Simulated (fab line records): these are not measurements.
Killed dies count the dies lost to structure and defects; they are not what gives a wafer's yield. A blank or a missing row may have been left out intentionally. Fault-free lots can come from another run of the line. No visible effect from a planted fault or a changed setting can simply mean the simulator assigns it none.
A lot that was struck, set against a sound lot | flow berkeley-cmos170 | 14 out of 331 route steps
Sound: the wafers L499.3, L499.5, L499.6. Struck: wafers L497.1, L497.4. (L497.3 of the same lot was not struck and is left out.) The cause comes at the end.
At each step with rows: each side's tool, then ch and its chambers, then its first start. Under that, the readings that differ: sound wafers | struck wafers | difference of the means | sigmas: that difference in standard deviations of wafers without a fault.
alike: readings with means less than 2 such deviations apart, plus words and numbers identical on both sides. not compared: withheld readings, readings lacking a value on some wafer, bounds such as >300 that could conceal the same value, and numbers that have no deviation in the record and whose values overlap.
The two part at a step that has a row with sigmas, a row that says differs or no value, or rows on one side only. Numbers that don't overlap but have no deviation are shown without sigmas and don't part them. A reading missing from all wafers of one side parts the sides only when that side holds two or more wafers.

UCB170_M1_SPUTTER_00: material Al, target thk 600 nm, time 80 s.
  sound on pvd-sputter-01 at day 9 20:52; struck on pvd-sputter-02 at day 9 21:04
  alike: throttle-valve-pct
UCB170_M1_RS_MEAS_01: a four-point-probe measurement.
  sound on film-metro-02 at day 9 20:58; struck on film-metro-04 at day 9 21:08
  alike: M1_AL_RS
UCB170_M1_THK_MEAS_02: measures by xrf.
  sound on film-metro-02 at day 9 21:04; struck on film-metro-04 at day 9 21:15
  alike: M1_AL_THK
then, 6 steps without rows for these wafers: UCB170_M1_COAT_03; UCB170_M1_COAT_04 (resist thk 900 nm); UCB170_M1_SOFTBAKE_05 (time 60 s); UCB170_M1_EXPOSE_06 (exposes mask METAL1, target cd 700 nm); UCB170_M1_PEB_07; UCB170_M1_DEVELOP_08 (develop time 45 s).
UCB170_M1_CD_MEAS_09: the cd target is 700 nm.
  sound on cd-sem-01 at day 9 22:20; struck on cd-sem-02 at day 9 22:36
  alike: cd-nm
UCB170_M1_OVL_MEAS_10:
  sound on overlay-01 at day 9 22:25; struck on overlay-02 at day 9 22:43
  alike: M1_OVL
UCB170_M1_ETCH_11: etches BARC in N2/H2.
  sound on rie-diel-02 ch 0,1,2, day 9 22:27; struck on rie-diel-04 ch 1,2, day 9 22:46
  alike: drypump-motor-current-A, oes-product-au, throttle-valve-pct
UCB170_M1_METAL_ETCH_12: etches Al in Cl2/BCl3, stops on PSG, target depth 780 nm, time 130 s.
  sound on rie-metal-03 ch 0,1, day 9 22:32; struck on rie-metal-01 ch 1, day 9 22:48
  reading                             | sound             | struck          | difference | sigmas
  oes-product-au (a.u.)               | 0.817 0.826 0.831 | 0.874 0.872     | +0.048     | +3
  over-etch-frac                      | 0.3 0.3 0.3       | 0.21109 0.21109 | -0.08891   |
  model.KrF_of_M1_COAT_04.thk-nm (nm) | 451.6 450.9 442.9 | 453.4 455.2     | +5.8       |
  alike: drypump-motor-current-A, throttle-valve-pct
  not compared: rf-hours-counter-h
UCB170_M1_STRIP_13: strips in O2.
  sound on plasma-asher-01 ch 0,1, day 9 22:39; struck on plasma-asher-02 ch 0,1, day 9 22:56
  reading               | sound             | struck      | difference | sigmas
  oes-product-au (a.u.) | 0.714 0.719 0.713 | 0.727 0.721 | +0.009     | +2
  alike: drypump-motor-current-A
  not compared: rf-hours-counter-h

## WHERE THEY PART
Earliest at UCB170_M1_METAL_ETCH_12; latest, in this record, at UCB170_M1_STRIP_13.

WHY: what had been put in by the simulator
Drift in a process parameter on rie-metal-01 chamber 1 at UCB170_M1_METAL_ETCH_12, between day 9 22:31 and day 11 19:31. The setting over-etch-frac was moved by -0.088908, starting from 0.3. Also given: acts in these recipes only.
